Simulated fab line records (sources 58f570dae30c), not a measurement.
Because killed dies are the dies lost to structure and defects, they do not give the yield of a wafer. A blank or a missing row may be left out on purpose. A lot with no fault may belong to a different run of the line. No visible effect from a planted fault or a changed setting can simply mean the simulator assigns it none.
Which of the tools did it? || flow berkeley_cmos170 || 21 wafers sampled from 7 lots at 1 step of a route of 331

== WHAT THE GAUGES READ, wafer by wafer ==
UCB170_PVT_OVL_MEAS_06.
{"lot": "L328", "measured": "day 7 01:54", "on": "overlay-01", "PVT_OVL (nm)": "-3 -7 -14"}
{"lot": "L330", "measured": "day 7 11:16", "on": "overlay-01", "PVT_OVL (nm)": "0 4 7"}
{"lot": "L336", "measured": "day 8 13:38", "on": "overlay-02", "PVT_OVL (nm)": "14 10 14"}
{"lot": "L337", "measured": "day 8 23:52", "on": "overlay-01", "PVT_OVL (nm)": "6 3 0"}
{"lot": "L343", "measured": "day 10 03:20", "on": "overlay-01", "PVT_OVL (nm)": "-11 -11 -1"}
{"lot": "L346", "measured": "day 11 17:08", "on": "overlay-01", "PVT_OVL (nm)": "-4 2 -6"}
{"lot": "L348", "measured": "day 12 04:27", "on": "overlay-01", "PVT_OVL (nm)": "-2 -1 -4"}

== TOOL THAT RAN EACH LOT (tool first, then ch and the chambers of the sampled wafers, then the start) ==
Record: no process step prior to these readings.

== THE ANSWER, worked out from the rows above alone ==
Rule: what is usual is taken from the lots themselves. The widest of any qualifying gaps counts: lots, ordered by their means at a reading, are off when they make up no more than a third of the lots, leave a main group of 4 or more, and stand apart from it by 3 or more times the standard deviation of that group's means. The tables above print the reading to a certain number of digits; a main group whose means all agree to those digits is not used. Also off: a lot with no number at a reading for which 4 or more lots have one. All remaining lots with rows at the step are treated as sound.
Across all readings shown, no lot is off: no conclusion can be drawn from this.

== WHAT WAS PUT IN BY THE SIMULATOR ==
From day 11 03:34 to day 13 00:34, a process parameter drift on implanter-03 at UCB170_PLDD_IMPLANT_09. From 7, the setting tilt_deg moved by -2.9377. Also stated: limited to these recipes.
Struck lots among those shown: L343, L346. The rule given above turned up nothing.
